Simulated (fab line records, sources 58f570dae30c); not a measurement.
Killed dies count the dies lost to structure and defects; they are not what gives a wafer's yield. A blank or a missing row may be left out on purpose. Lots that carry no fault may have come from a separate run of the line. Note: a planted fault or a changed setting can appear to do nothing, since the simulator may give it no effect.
fab line records	flow berkeley-cmos170
[record] lots = 24	wafers = 72	last-day = 12
route steps=331 shown START@1 NWELL@27 NVT@113 PSD@185 CONTACT@222
lots untouched by any fault: they come from a run of this same line in which no faults occurred
start-h: the number of hours between the record's first day and the start of the first shown wafer of the lot	wait-h: how many hours have passed since the lot's step before this one	" repeats the value in the row above	L1.1+2: several wafers, shown together as one row	- value missing, or start not given	* or withheld: withheld	< > ~ a bound
route shown NAME@n: names a module that has steps shown in the file, with the first one's number in the route	usual: average and standard deviation across the fault-free wafers	same: alike in all rows	chamber/n: place in a boat	sites: each site's reading	_std_site: the standard deviation of these	_edge_site: the outer-site mean with the inner-site mean subtracted	radius-mm: how far each site lies from the wafer's centre	mask NAME#n: copy n	behind: the last tool/chamber to shape the wafer	hold: reason for holding the lot/hours on hold/outcome of the hold	device: the n, p or np transistor that did not switch	end of line: the same wafers' tests at the end of the route	for a step that has no rows: nothing shown but its recipe	killed: the dies lost at the first sort to structure and to defects; this is not the yield of the wafer	map: a wafer's dies, marking killed ones x, the rest . and places with no die _
set.NAME: the setting as run; set.NAME@STEP: as run at that earlier step	model.NAME: the simulator's own value behind a step, which no gauge read
route steps across a sampled set of lots; one table per step, one row per wafer
services: the hour from which a tool's chamber was out of use, counted from the record's first day as start-h (under 0 if before that day), plus the number of hours and why
[[steps]]
[step UCB170_START_BOW_MEAS_00]
[recipe] mode = bow
[usual] INCOMING_BOW = 0/6.1
lot.wafer	tool	chamber	start-h	wait-h	INCOMING_BOW[um]
L074.1	film-metro-04	-	10.00	-	-3
L074.3	"	-	"	"	2
L074.6	"	-	"	"	-16
L075.3	film-metro-04	-	15.04	-	1
L075.5	"	-	"	"	-2
L075.6	"	-	"	"	7
L076.1	film-metro-02	-	20.00	-	-11
L076.3	"	-	"	"	4
L076.6	"	-	"	"	6
L077.1	film-metro-04	-	25.00	-	1
L077.3	"	-	"	"	0
L077.5	"	-	"	"	6
L078.2	film-metro-02	-	30.02	-	-1
L078.4	"	-	"	"	-8
L078.5	"	-	"	"	4
L079.2	film-metro-04	-	35.02	-	-1
L079.3	"	-	"	"	-5
L079.4	"	-	"	"	3
L080.3	film-metro-02	-	40.04	-	2
L080.4	"	-	"	"	5
L080.5	"	-	"	"	-11
L081.1	film-metro-02	-	45.00	-	1
L081.3	"	-	"	"	-2
L081.6	"	-	"	"	-4
L082.3	film-metro-04	-	50.04	-	-6
L082.4	"	-	"	"	-2
L082.6	"	-	"	"	-7
L083.1	film-metro-04	-	55.00	-	3
L083.4	"	-	"	"	11
L083.5	"	-	"	"	5
L084.2	film-metro-02	-	60.02	-	9
L084.3	"	-	"	"	8
L084.4	"	-	"	"	2
L085.1	film-metro-04	-	65.00	-	-1
L085.2	"	-	"	"	-9
L085.4	"	-	"	"	9
L086.3	film-metro-02	-	70.04	-	15
L086.5	"	-	"	"	-5
L086.6	"	-	"	"	-3
L087.1	film-metro-04	-	75.00	-	-4
L087.4	"	-	"	"	-6
L087.6	"	-	"	"	-3
L088.1	film-metro-01	-	80.00	-	0
L088.2	"	-	"	"	-7
L088.6	"	-	"	"	5
L089.3	film-metro-01	-	85.04	-	4
L089.5	"	-	"	"	-1
L089.6	"	-	"	"	17
L090.1	film-metro-01	-	90.00	-	-2
L090.4	"	-	"	"	8
L090.5	"	-	"	"	-8
L091.3	film-metro-01	-	95.04	-	-9
L091.4	"	-	"	"	-7
L091.6	"	-	"	"	-4
L092.1	film-metro-01	-	100.00	-	-8
L092.3	"	-	"	"	-4
L092.4	"	-	"	"	0
L093.4	film-metro-04	-	105.06	-	-4
L093.5	"	-	"	"	9
L093.6	"	-	"	"	4
L094.3	film-metro-01	-	110.04	-	-9
L094.4	"	-	"	"	3
L094.5	"	-	"	"	-1
L095.3	film-metro-02	-	115.04	-	-6
L095.4	"	-	"	"	-1
L095.5	"	-	"	"	-2
L096.1	film-metro-02	-	120.00	-	0
L096.2	"	-	"	"	0
L096.5	"	-	"	"	-3
L097.2	film-metro-01	-	125.02	-	-7
L097.3	"	-	"	"	11
L097.6	"	-	"	"	-2
[step UCB170_START_THK_MEAS_03]
[recipe] reads = SiO2_of_START_OXIDATION_02
[usual] START_OXIDE_THK = 20.2/0.38
lot.wafer	tool	chamber	start-h	wait-h	START_OXIDE_THK[nm]
L074.1	film-metro-01	-	14.98	0.0	20.7
L074.3	"	-	"	"	20.7
L074.6	"	-	"	"	20.7
L075.3	film-metro-01	-	19.10	0.0	20.0
L075.5	"	-	"	"	19.8
L075.6	"	-	"	"	20.2
L076.1	film-metro-01	-	24.49	0.0	20.9
L076.3	"	-	"	"	20.7
L076.6	"	-	"	"	20.7
L077.1	film-metro-01	-	28.80	0.0	20.0
L077.3	"	-	"	"	20.0
L077.5	"	-	"	"	19.8
L078.2	film-metro-01	-	34.45	0.0	19.9
L078.4	"	-	"	"	19.9
L078.5	"	-	"	"	19.8
L079.2	film-metro-04	-	42.09	0.0	20.5
L079.3	"	-	"	"	20.3
L079.4	"	-	"	"	20.2
L080.3	film-metro-02	-	44.58	0.0	21.0
L080.4	"	-	"	"	20.7
L080.5	"	-	"	"	21.0
L081.1	film-metro-01	-	50.52	0.0	20.4
L081.3	"	-	"	"	20.4
L081.6	"	-	"	"	20.0
L082.3	film-metro-01	-	56.12	0.0	20.1
L082.4	"	-	"	"	20.1
L082.6	"	-	"	"	19.7
L083.1	film-metro-04	-	60.70	0.0	20.0
L083.4	"	-	"	"	20.2
L083.5	"	-	"	"	20.8
L084.2	film-metro-01	-	63.23	0.0	19.8
L084.3	"	-	"	"	20.1
L084.4	"	-	"	"	20.1
L085.1	film-metro-02	-	68.97	0.0	20.2
L085.2	"	-	"	"	20.4
L085.4	"	-	"	"	20.3
L086.3	film-metro-02	-	75.51	0.0	20.4
L086.5	"	-	"	"	20.5
L086.6	"	-	"	"	20.5
L087.1	film-metro-04	-	80.30	0.0	20.0
L087.4	"	-	"	"	20.0
L087.6	"	-	"	"	19.8
L088.1	film-metro-01	-	83.60	0.0	20.5
L088.2	"	-	"	"	20.6
L088.6	"	-	"	"	20.5
L089.3	film-metro-04	-	90.12	0.0	19.7
L089.5	"	-	"	"	19.9
L089.6	"	-	"	"	19.4
L090.1	film-metro-04	-	94.52	0.0	19.9
L090.4	"	-	"	"	19.7
L090.5	"	-	"	"	19.5
L091.3	film-metro-01	-	99.06	0.0	19.9
L091.4	"	-	"	"	19.8
L091.6	"	-	"	"	19.7
L092.1	film-metro-04	-	104.80	0.0	20.7
L092.3	"	-	"	"	20.8
L092.4	"	-	"	"	20.5
L093.4	film-metro-01	-	110.36	0.0	20.1
L093.5	"	-	"	"	20.3
L093.6	"	-	"	"	20.3
L094.3	film-metro-02	-	113.35	0.0	20.3
L094.4	"	-	"	"	20.2
L094.5	"	-	"	"	20.0
L095.3	film-metro-04	-	119.69	0.0	20.3
L095.4	"	-	"	"	20.2
L095.5	"	-	"	"	20.6
L096.1	film-metro-01	-	129.77	0.0	20.6
L096.2	"	-	"	"	20.7
L096.5	"	-	"	"	20.7
L097.2	film-metro-02	-	129.78	0.0	20.3
L097.3	"	-	"	"	20.3
L097.6	"	-	"	"	19.8
[step UCB170_NWELL_ETCH_13]
[recipe] chemistry = CH3F/Ar/O2	target = Si3N4	stop-on = SiO2	CH3F_flow_sccm = 20	Ar_flow_sccm = 50	O2_flow_sccm = 7	pressure-mtorr = 50	rf-w = 450	target-depth-a = 2464	over-etch-frac = 0.1	time-s = 154
[usual] CH3F_flow_sccm = 20.00/0.057	drypump-motor-current-A = 5.8/0.48	oes-product-au = 0.941/0.014	throttle-valve-pct = 8.08/0.13
lot.wafer	tool	chamber	start-h	wait-h	CH3F_flow_sccm	drypump-motor-current-A	oes-product-au	rf-hours-counter-h	throttle-valve-pct
L075.3	rie-diel-02	0	35.52	0.0	19.96	6.8	0.955	169	7.94
L075.5	"	3	"	"	20.01	6.0	0.925	-	8.28
L075.6	"	2	"	"	20.09	4.9	0.933	-	8.03
L074.1	rie-diel-01	0	35.55	0.0	20.08	6.5	0.945	110	8.16
L074.3	"	3	"	"	19.91	5.5	0.927	61	8.06
L074.6	"	3	"	"	19.99	5.5	0.941	-	8.08
L076.1	rie-diel-01	2	43.81	0.0	19.93	6.1	0.928	82	7.90
L076.3	"	0	"	"	20.06	6.5	0.933	110	8.16
L076.6	"	3	"	"	19.81	5.5	0.917	-	8.07
L077.1	rie-diel-01	2	48.27	0.0	19.99	6.1	0.932	82	7.89
L077.3	"	3	"	"	20.00	5.5	0.930	62	8.08
L077.5	"	3	"	"	20.03	5.5	0.923	-	8.08
L078.2	rie-diel-01	3	55.76	0.0	19.87	5.5	0.928	62	8.07
L078.4	"	3	"	"	19.93	5.5	0.931	-	8.07
L078.5	"	1	"	"	20.04	5.4	0.948	-	8.05
L079.2	rie-diel-01	3	60.15	0.0	20.10	5.5	0.921	62	8.07
L079.3	"	1	"	"	20.07	5.4	0.937	110	8.07
L079.4	"	2	"	"	20.04	6.2	0.927	-	7.91
L080.3	rie-diel-02	1	60.42	0.0	20.00	5.3	0.953	2	8.18
L080.4	"	0	"	"	20.02	6.8	0.950	170	7.94
L080.5	"	1	"	"	19.98	5.3	0.947	-	8.17
L081.1	rie-diel-02	3	69.34	0.0	19.92	6.0	0.925	144	8.29
L081.3	"	2	"	"	19.97	4.8	0.936	81	8.02
L081.6	"	3	"	"	20.01	6.0	0.916	-	8.30
L082.3	rie-diel-03	2	69.58	0.0	19.92	6.0	0.950	12	7.91
L082.4	"	0	"	"	19.98	5.6	0.955	43	8.07
L082.6	"	2	"	"	19.92	6.0	0.947	-	7.92
L083.1	rie-diel-01	3	78.03	0.0	19.99	5.6	0.924	63	8.07
L083.4	"	1	"	"	19.94	5.4	0.943	111	8.07
L083.5	"	1	"	"	19.93	5.4	0.948	-	8.06
L084.2	rie-diel-03	2	83.81	0.0	19.91	6.0	0.941	13	7.91
L084.3	"	1	"	"	19.99	6.0	0.945	13	8.04
L084.4	"	0	"	"	20.02	5.6	0.958	44	8.06
L085.1	rie-diel-02	1	86.89	0.0	20.09	5.3	0.951	3	8.19
L085.2	"	3	"	"	19.92	6.0	0.917	145	8.28
L085.4	"	1	"	"	19.96	5.3	0.944	-	8.20
L086.3	rie-diel-02	3	94.75	0.0	19.99	6.0	0.925	146	8.30
L086.5	"	2	"	"	19.92	4.8	0.934	-	8.04
L086.6	"	1	"	"	19.98	5.3	0.948	-	8.18
L087.1	rie-diel-03	3	95.02	0.0	19.95	5.6	0.960	128	8.36
L087.4	"	1	"	"	20.05	6.0	0.956	13	8.03
L087.6	"	1	"	"	20.05	6.0	0.964	-	8.06
L088.1	rie-diel-01	1	102.98	0.0	19.96	5.4	0.933	112	8.06
L088.2	"	0	"	"	19.91	6.5	0.941	112	8.17
L088.6	"	2	"	"	19.91	6.1	0.927	-	7.88
L089.3	rie-diel-01	3	109.98	0.0	19.92	5.5	0.927	64	8.07
L089.5	"	3	"	"	20.04	5.6	0.918	-	8.08
L089.6	"	0	"	"	20.00	6.5	0.936	-	8.16
L090.1	rie-diel-02	3	110.08	0.0	20.01	6.0	0.930	147	8.31
L090.4	"	1	"	"	20.06	5.3	0.962	5	8.21
L090.5	"	2	"	"	20.02	4.9	0.948	-	8.03
L091.3	rie-diel-01	1	114.72	0.0	19.97	5.4	0.937	113	8.04
L091.4	"	2	"	"	19.91	6.1	0.929	84	7.89
L091.6	"	2	"	"	20.00	6.1	0.928	-	7.89
L092.1	rie-diel-03	1	123.67	0.0	20.02	6.0	0.969	15	8.06
L092.3	"	0	"	"	19.94	5.6	0.974	46	8.07
L092.4	"	3	"	"	20.11	5.6	0.968	130	8.35
L093.4	rie-diel-03	2	134.76	0.0	20.06	5.9	0.948	15	7.93
L093.5	"	3	"	"	20.02	5.7	0.972	-	8.34
L093.6	"	2	"	"	20.02	6.0	0.944	-	7.91
L094.3	rie-diel-02	2	135.00	0.0	19.96	4.9	0.937	85	8.03
L094.4	"	1	"	"	20.07	5.3	0.951	6	8.20
L094.5	"	0	"	"	19.99	6.8	0.942	-	8.00
L095.3	rie-diel-03	1	139.44	0.0	19.94	6.0	0.954	15	8.03
L095.4	"	0	"	"	19.98	5.6	0.963	46	8.07
L095.5	"	1	"	"	19.91	6.0	0.949	-	8.03
L097.2	rie-diel-03	3	146.83	0.0	20.00	5.6	0.963	131	8.36
L097.3	"	0	"	"	19.95	5.6	0.965	47	8.06
L097.6	"	0	"	"	20.01	5.6	0.961	-	8.07
L096.1	rie-diel-01	2	147.10	0.0	20.00	6.1	0.920	86	7.90
L096.2	"	3	"	"	19.98	5.6	0.919	65	8.07
L096.5	"	0	"	"	19.96	6.5	0.925	-	8.15
[step UCB170_NVT_TW_MEAS_09]
[usual] NVT_TW = 524/3.4
lot.wafer	tool	chamber	start-h	wait-h	NVT_TW
L074.1	film-metro-03	-	111.33	0.1	529
L074.3	"	-	"	"	525
L074.6	"	-	"	"	524
L075.3	film-metro-04	-	111.69	0.1	523
L075.5	"	-	"	"	526
L075.6	"	-	"	"	522
L076.1	film-metro-03	-	133.05	0.1	523
L076.3	"	-	"	"	524
L076.6	"	-	"	"	524
L077.1	film-metro-04	-	133.53	0.1	527
L077.3	"	-	"	"	526
L077.5	"	-	"	"	528
L078.2	film-metro-03	-	136.90	0.1	525
L078.4	"	-	"	"	525
L078.5	"	-	"	"	523
L080.3	film-metro-02	-	137.17	0.1	527
L080.4	"	-	"	"	526
L080.5	"	-	"	"	525
L079.2	film-metro-04	-	137.18	0.1	529
L079.3	"	-	"	"	528
L079.4	"	-	"	"	527
L081.1	film-metro-04	-	141.21	0.1	528
L081.3	"	-	"	"	526
L081.6	"	-	"	"	530
L082.3	film-metro-04	-	141.51	0.1	529
L082.4	"	-	"	"	528
L082.6	"	-	"	"	527
L084.2	film-metro-04	-	164.00	0.1	523
L084.3	"	-	"	"	522
L084.4	"	-	"	"	521
L085.1	film-metro-03	-	164.26	0.1	522
L085.2	"	-	"	"	525
L085.4	"	-	"	"	528
L083.1	film-metro-02	-	164.46	0.1	523
L083.4	"	-	"	"	523
L083.5	"	-	"	"	525
L087.1	film-metro-02	-	171.31	0.1	517
L087.4	"	-	"	"	515
L087.6	"	-	"	"	516
L086.3	film-metro-04	-	171.57	0.1	523
L086.5	"	-	"	"	521
L086.6	"	-	"	"	523
L088.1	film-metro-03	-	171.79	0.1	522
L088.2	"	-	"	"	525
L088.6	"	-	"	"	522
L089.3	film-metro-02	-	182.73	0.1	517
L089.5	"	-	"	"	518
L089.6	"	-	"	"	517
L090.1	film-metro-02	-	183.35	0.1	520
L090.4	"	-	"	"	519
L090.5	"	-	"	"	517
L091.3	film-metro-03	-	183.65	0.1	527
L091.4	"	-	"	"	524
L091.6	"	-	"	"	526
L092.1	film-metro-04	-	196.75	0.1	519
L092.3	"	-	"	"	521
L092.4	"	-	"	"	525
L094.3	film-metro-04	-	213.51	0.1	525
L094.4	"	-	"	"	524
L094.5	"	-	"	"	522
L097.2	film-metro-02	-	227.02	0.1	526
L097.3	"	-	"	"	523
L097.6	"	-	"	"	526
L093.4	film-metro-04	-	227.20	0.1	529
L093.5	"	-	"	"	531
L093.6	"	-	"	"	527
L095.3	film-metro-03	-	231.27	0.1	526
L095.4	"	-	"	"	529
L095.5	"	-	"	"	525
L096.1	film-metro-04	-	239.85	0.1	528
L096.2	"	-	"	"	526
L096.5	"	-	"	"	525
[step UCB170_PSD_TW_MEAS_10]
[usual] PSD_TW = 2326/11
lot.wafer	tool	chamber	start-h	wait-h	PSD_TW
L074.1	film-metro-01	-	138.53	0.1	2326
L074.3	"	-	"	"	2329
L074.6	"	-	"	"	2318
L075.3	film-metro-01	-	139.22	0.1	2320
L075.5	"	-	"	"	2318
L075.6	"	-	"	"	2322
L076.1	film-metro-02	-	154.62	0.1	2330
L076.3	"	-	"	"	2322
L076.6	"	-	"	"	2318
L077.1	film-metro-02	-	155.03	0.1	2316
L077.3	"	-	"	"	2309
L077.5	"	-	"	"	2321
L079.2	film-metro-04	-	163.02	0.1	2310
L079.3	"	-	"	"	2331
L079.4	"	-	"	"	2316
L080.3	film-metro-02	-	163.28	0.1	2305
L080.4	"	-	"	"	2313
L080.5	"	-	"	"	2320
L078.2	film-metro-01	-	163.38	0.1	2329
L078.4	"	-	"	"	2336
L078.5	"	-	"	"	2322
L082.3	film-metro-04	-	166.36	0.1	2323
L082.4	"	-	"	"	2322
L082.6	"	-	"	"	2328
L081.1	film-metro-01	-	166.48	0.1	2337
L081.3	"	-	"	"	2334
L081.6	"	-	"	"	2329
L084.2	film-metro-01	-	191.63	0.1	2316
L084.3	"	-	"	"	2315
L084.4	"	-	"	"	2330
L083.1	film-metro-04	-	191.89	0.1	2321
L083.4	"	-	"	"	2326
L083.5	"	-	"	"	2323
L085.1	film-metro-01	-	192.17	0.1	2329
L085.2	"	-	"	"	2325
L085.4	"	-	"	"	2337
L088.1	film-metro-02	-	198.57	0.1	2350
L088.2	"	-	"	"	2334
L088.6	"	-	"	"	2345
L086.3	film-metro-01	-	198.71	0.1	2332
L086.5	"	-	"	"	2328
L086.6	"	-	"	"	2328
L087.1	film-metro-04	-	198.93	0.1	2320
L087.4	"	-	"	"	2321
L087.6	"	-	"	"	2311
L089.3	film-metro-01	-	217.54	0.1	2347
L089.5	"	-	"	"	2354
L089.6	"	-	"	"	2338
L091.3	film-metro-02	-	217.61	0.1	2328
L091.4	"	-	"	"	2322
L091.6	"	-	"	"	2324
L090.1	film-metro-04	-	217.67	0.1	2327
L090.4	"	-	"	"	2331
L090.5	"	-	"	"	2337
L092.1	film-metro-04	-	230.19	0.1	2343
L092.3	"	-	"	"	2342
L092.4	"	-	"	"	2339
L094.3	film-metro-01	-	240.17	0.1	2315
L094.4	"	-	"	"	2309
L094.5	"	-	"	"	2321
L097.2	film-metro-02	-	252.98	0.1	2312
L097.3	"	-	"	"	2329
L097.6	"	-	"	"	2329
L093.4	film-metro-01	-	253.36	0.1	2315
L093.5	"	-	"	"	2315
L093.6	"	-	"	"	2308
L095.3	film-metro-02	-	258.99	0.1	2326
L095.4	"	-	"	"	2329
L095.5	"	-	"	"	2315
L096.1	film-metro-04	-	267.73	0.1	2343
L096.2	"	-	"	"	2338
L096.5	"	-	"	"	2333
[step UCB170_CONTACT_STRIP_06]
[recipe] chemistry = O2	power-w = 400	pressure-mtorr = 3500	platen-temp-c = withheld	o2-flow-sccm = 400	overash-fraction = 0.5
[usual] drypump-motor-current-A = 5.8/0.44	o2-flow-sccm = 400.0/1.2	oes-product-au = 0.734/0.0047	strip-time-to-endpoint-s = 21.99/0.054
lot.wafer	tool	chamber	start-h	wait-h	drypump-motor-current-A	o2-flow-sccm	oes-product-au	rf-hours-counter-h	strip-time-to-endpoint-s
L074.1	plasma-asher-01	0	148.83	0.1	6.5	402.3	0.734	45	21.93
L074.3	"	1	"	"	5.5	398.6	0.738	-	22.00
L074.6	"	0	"	"	6.5	401.6	0.737	-	22.04
L075.3	plasma-asher-01	1	149.39	0.1	5.5	399.6	0.733	-	21.98
L075.5	"	1	"	"	5.5	401.9	0.730	-	22.02
L075.6	"	0	"	"	6.5	400.1	0.724	-	22.01
L076.1	plasma-asher-02	1	163.87	0.1	6.0	398.2	0.739	38	22.00
L076.3	"	1	"	"	6.1	400.1	0.732	-	21.97
L076.6	"	1	"	"	6.1	400.1	0.732	-	22.07
L077.1	plasma-asher-01	0	167.76	0.1	6.5	399.4	0.738	47	21.99
L077.3	"	0	"	"	6.5	401.3	0.739	-	21.99
L077.5	"	1	"	"	5.5	399.7	0.735	-	22.00
L081.1	plasma-asher-01	1	172.92	0.1	5.5	399.7	0.737	48	21.92
L081.3	"	0	"	"	6.5	400.0	0.737	-	21.90
L081.6	"	0	"	"	6.5	399.7	0.734	-	21.95
L082.3	plasma-asher-02	0	172.93	0.1	5.7	402.4	0.726	-	22.00
L082.4	"	1	"	"	6.0	399.1	0.724	-	21.97
L082.6	"	1	"	"	6.1	399.8	0.732	-	21.99
L079.2	plasma-asher-03	1	173.06	0.1	5.3	400.6	0.734	49	21.95
L079.3	"	1	"	"	5.4	401.1	0.734	-	22.03
L079.4	"	0	"	"	5.5	400.8	0.734	-	22.01
L078.2	plasma-asher-02	0	173.35	0.1	5.7	401.4	0.728	39	22.02
L078.4	"	1	"	"	6.0	399.8	0.737	-	21.96
L078.5	"	0	"	"	5.7	399.9	0.738	-	21.98
L080.3	plasma-asher-03	1	173.41	0.1	5.4	401.6	0.732	-	21.99
L080.4	"	0	"	"	5.4	397.4	0.737	-	21.98
L080.5	"	1	"	"	5.4	402.1	0.732	-	21.98
L084.2	plasma-asher-01	1	197.58	0.1	5.5	400.4	0.731	51	21.95
L084.3	"	0	"	"	6.5	400.3	0.740	-	21.95
L084.4	"	1	"	"	5.5	401.0	0.726	-	21.99
L083.1	plasma-asher-02	0	198.93	0.1	5.7	398.3	0.738	42	22.03
L083.4	"	1	"	"	6.1	400.8	0.730	-	22.03
L083.5	"	0	"	"	5.7	401.8	0.736	-	22.05
L085.1	plasma-asher-01	1	198.97	0.1	5.5	400.4	0.738	51	22.00
L085.2	"	0	"	"	6.5	401.9	0.733	51	21.97
L085.4	"	0	"	"	6.5	399.9	0.733	-	22.03
L088.1	plasma-asher-01	0	204.93	0.1	6.5	402.1	0.739	52	22.02
L088.2	"	1	"	"	5.5	400.5	0.737	52	22.00
L088.6	"	1	"	"	5.5	400.0	0.740	-	21.96
L086.3	plasma-asher-02	0	205.12	0.1	5.7	399.9	0.729	-	22.06
L086.5	"	0	"	"	5.7	400.4	0.732	-	22.08
L086.6	"	1	"	"	6.1	400.3	0.741	-	22.08
L087.1	plasma-asher-01	0	205.87	0.1	6.5	401.7	0.732	52	21.99
L087.4	"	1	"	"	5.5	401.9	0.729	-	22.02
L087.6	"	0	"	"	6.5	399.8	0.736	-	22.06
L089.3	plasma-asher-01	1	223.72	0.1	5.5	400.6	0.741	-	22.09
L089.5	"	0	"	"	6.5	401.1	0.736	-	22.06
L089.6	"	1	"	"	5.5	399.0	0.735	-	22.02
L091.3	plasma-asher-01	1	224.79	0.1	5.5	397.6	0.732	-	22.04
L091.4	"	0	"	"	6.5	399.5	0.726	-	21.98
L091.6	"	0	"	"	6.5	397.1	0.748	-	22.06
L090.1	plasma-asher-03	0	224.86	0.1	5.4	399.1	0.735	54	21.98
L090.4	"	1	"	"	5.4	399.2	0.729	-	22.00
L090.5	"	1	"	"	5.4	398.6	0.738	-	21.95
L092.1	plasma-asher-01	1	238.96	0.1	5.5	399.8	0.744	55	21.97
L092.3	"	1	"	"	5.5	400.0	0.728	-	21.92
L092.4	"	0	"	"	6.5	400.2	0.735	-	21.87
L094.3	plasma-asher-01	0	248.82	0.1	6.5	400.3	0.735	-	21.98
L094.4	"	1	"	"	5.5	400.8	0.730	-	21.98
L094.5	"	1	"	"	5.5	401.2	0.732	-	21.93
L097.2	plasma-asher-03	1	260.37	0.1	5.4	398.4	0.743	58	21.90
L097.3	"	0	"	"	5.5	402.0	0.734	-	21.88
L097.6	"	0	"	"	5.4	401.0	0.737	-	22.01
L093.4	plasma-asher-02	0	261.78	0.1	5.6	398.9	0.740	-	21.89
L093.5	"	1	"	"	6.1	399.4	0.736	-	22.02
L093.6	"	0	"	"	5.7	399.0	0.737	-	21.95
L095.3	plasma-asher-03	0	269.29	0.1	5.4	400.0	0.729	-	21.98
L095.4	"	1	"	"	5.4	399.8	0.735	-	22.03
L095.5	"	0	"	"	5.4	401.2	0.736	-	22.03
L096.1	plasma-asher-03	0	274.96	0.1	5.4	400.1	0.733	59	21.90
L096.2	"	1	"	"	5.4	399.3	0.742	59	21.87
L096.5	"	1	"	"	5.4	401.7	0.728	-	21.85
[[services]]
tool	chamber	start-h	hours	kind
rie-diel-01	0	55.27	6.1	repair
plasma-asher-03	-	76.99	2.3	repair
rie-diel-02	0	77.72	-	clean
rie-diel-02	0	77.72	14.1	scheduled-down
rie-diel-02	0	77.72	14.1	vent-cycle
plasma-asher-02	-	88.36	1.9	repair
plasma-asher-03	-	90.49	6.0	repair
rie-diel-01	1	111.22	3.1	repair
rie-diel-02	3	112.39	6.6	repair
rie-diel-03	0	167.99	8.6	repair
rie-diel-01	3	193.10	5.3	repair
rie-diel-02	3	194.09	-	clean
rie-diel-02	3	194.09	21.7	scheduled-down
rie-diel-02	3	194.09	21.7	vent-cycle
rie-diel-03	-	211.11	14.6	pm
plasma-asher-03	-	214.55	2.8	pm
plasma-asher-03	-	218.17	2.3	repair
rie-diel-03	3	253.36	-	clean
rie-diel-03	3	253.36	17.7	scheduled-down
rie-diel-03	3	253.36	17.7	vent-cycle
[[key]]
fault none
